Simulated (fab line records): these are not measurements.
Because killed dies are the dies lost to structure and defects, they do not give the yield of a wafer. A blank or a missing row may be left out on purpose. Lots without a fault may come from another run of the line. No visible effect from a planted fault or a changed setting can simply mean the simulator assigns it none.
Tool commonality check -- flow berkeleyCmos170 -- 42 wafers sampled across 14 lots

== WHAT PROMPTED THE OPENING ==
Flagged at UCB170_V1_CD_MEAS_12: reading cdNm, on 2 of 14 lots. Fault-free wafers read 699.9 nm, with a standard deviation of 1.3.
Rule: a lot gets a flag if all its wafers with a number sit over 4 standard deviations from that mean, or if no wafer of it has a number. As for the other lots, they are considered sound.

lot,measured,on,"cdNm (nm), wafer by wafer",flag
L761,day 8 22:02,cdSem-01,700.4 699.0 698.0,
L758,day 8 23:37,cdSem-01,701.1 701.9 701.8,
L759,day 9 01:31,cdSem-02,699.4 698.9 699.3,
L760,day 9 01:46,cdSem-01,700.4 701.1 699.9,
L762,day 9 16:07,cdSem-01,699.3 701.1 701.0,
L766,day 10 13:52,cdSem-01,614.7 615.2 613.2,FLAGGED
L768,day 10 13:55,cdSem-02,698.8 698.3 699.8,
L770,day 11 05:30,cdSem-02,616.1 616.3 616.0,FLAGGED
L771,day 11 11:59,cdSem-02,702.2 701.5 701.3,
L773,day 12 04:34,cdSem-02,701.7 702.8 703.1,
L777,day 12 18:01,cdSem-01,700.6 699.9 701.0,
L775,day 12 18:14,cdSem-01,700.9 698.7 699.2,
L778,day 12 18:25,cdSem-01,697.4 700.0 699.0,
L780,day 12 21:40,cdSem-02,697.3 698.5 697.6,
The numbers of the flagged lots are 615.2 nm on average: -84.6 nm against the usual, or -65 standard deviations.

== WHICH TOOL RAN EACH LOT ==
Before the reading, the record contains 3 process steps out of a 331-step route. Every cell lists first the tool, next ch and the chambers used by the sampled wafers, and last the start.
lot,flag,UCB170_CONTACT_STRIP_06,UCB170_CONTACT_ETCH_17,UCB170_V1_PEB_10
L761,,"plasmaAsher-04 ch 0,1, day 8 15:19","rieDiel-01 ch 0,2, day 8 16:40","lithoTrack-03 ch 0, day 8 21:45"
L758,,"plasmaAsher-03 ch 0,1, day 8 15:50","rieDiel-04 ch 1,2, day 8 17:29","lithoTrack-03 ch 0, day 8 23:20"
L759,,"plasmaAsher-04 ch 0,1, day 8 17:06","rieDiel-01 ch 0,1,2, day 8 18:37","lithoTrack-02 ch 0, day 9 01:15"
L760,,"plasmaAsher-02 ch 0,1, day 8 17:07","rieDiel-04 ch 0,1,3, day 8 18:53","lithoTrack-03 ch 0, day 9 01:29"
L762,,"plasmaAsher-03 ch 0,1, day 9 08:53","rieDiel-01 ch 1,2,3, day 9 10:14","lithoTrack-03 ch 0, day 9 15:50"
L766,FLAGGED,"plasmaAsher-04 ch 0,1, day 10 03:32","rieDiel-01 ch 1,2, day 10 04:58","lithoTrack-02 ch 0, day 10 13:32"
L768,,"plasmaAsher-03 ch 0,1, day 10 02:09","rieDiel-04 ch 0,2, day 10 03:52","lithoTrack-01 ch 0, day 10 13:38"
L770,FLAGGED,"plasmaAsher-03 ch 0,1, day 10 20:19","rieDiel-04 ch 0,1,2, day 10 22:12","lithoTrack-02 ch 0, day 11 05:13"
L771,,"plasmaAsher-04 ch 0,1, day 11 03:40","rieDiel-02 ch 0,1, day 11 05:07","lithoTrack-03 ch 0, day 11 11:43"
L773,,"plasmaAsher-02 ch 0,1, day 11 19:11","rieDiel-02 ch 0,1,2, day 11 21:14","lithoTrack-01 ch 0, day 12 04:18"
L777,,"plasmaAsher-04 ch 0,1, day 12 08:49","rieDiel-04 ch 1,3, day 12 10:39","lithoTrack-01 ch 0, day 12 17:43"
L775,,"plasmaAsher-03 ch 0,1, day 12 08:46","rieDiel-01 ch 0,2,3, day 12 10:51","lithoTrack-01 ch 0, day 12 17:58"
L778,,"plasmaAsher-04 ch 0,1, day 12 08:52","rieDiel-04 ch 1,2, day 12 11:06","lithoTrack-03 ch 0, day 12 18:08"
L780,,"plasmaAsher-02 ch 0,1, day 12 12:32","rieDiel-01 ch 1,2, day 12 14:19","lithoTrack-03 ch 0, day 12 21:23"
These steps, and what they do:
- UCB170_CONTACT_STRIP_06: strips in O2.
- UCB170_CONTACT_ETCH_17: etches BARC in N2/H2.
- UCB170_V1_PEB_10
- UCB170_V1_CD_MEAS_12: target cd 700 nm.

== FLAGGED OVER TOTAL, TOOL BY TOOL (the gauges that took the reading come last) ==
step,tool,lots run,flagged,share of the flagged lots,sound lots run after its first flagged lot
UCB170_CONTACT_STRIP_06,plasmaAsher-02,3,0,none,-
UCB170_CONTACT_STRIP_06,plasmaAsher-03,5,1,some,1 (L775)
UCB170_CONTACT_STRIP_06,plasmaAsher-04,6,1,some,"3 (L771,L777,L778)"
UCB170_CONTACT_ETCH_17,rieDiel-01,6,1,some,"2 (L775,L780)"
UCB170_CONTACT_ETCH_17,rieDiel-02,2,0,none,-
UCB170_CONTACT_ETCH_17,rieDiel-04,6,1,some,"2 (L777,L778)"
UCB170_V1_PEB_10,lithoTrack-01,4,0,none,-
UCB170_V1_PEB_10,lithoTrack-02,3,2,all,0
UCB170_V1_PEB_10,lithoTrack-03,7,0,none,-
UCB170_V1_CD_MEAS_12,cdSem-01,8,1,some,"3 (L777,L775,L778)"
UCB170_V1_CD_MEAS_12,cdSem-02,6,1,some,"3 (L771,L773,L780)"

== WHAT THE TABLE ALLOWS ==
All flagged lots share 1 row of the table, namely lithoTrack-02 at UCB170_V1_PEB_10.
- lithoTrack-02 at UCB170_V1_PEB_10 ran 3 lots, 2 of them flagged. Its last sound lot is L759 (day 9 01:15), its first flagged lot L766 (day 10 13:32): a fault that began between those two fits. Its own readings lie more than 4 standard deviations out on every wafer of the flagged lots: heaterPowerTotalW.
One tool is left: lithoTrack-02 at UCB170_V1_PEB_10.

== WHAT WAS PUT IN BY THE SIMULATOR ==
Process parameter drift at UCB170_V1_PEB_10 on lithoTrack-02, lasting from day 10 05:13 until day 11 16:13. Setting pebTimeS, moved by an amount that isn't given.
Struck lots among those shown: L766, L770. This agrees with what the rule above found.
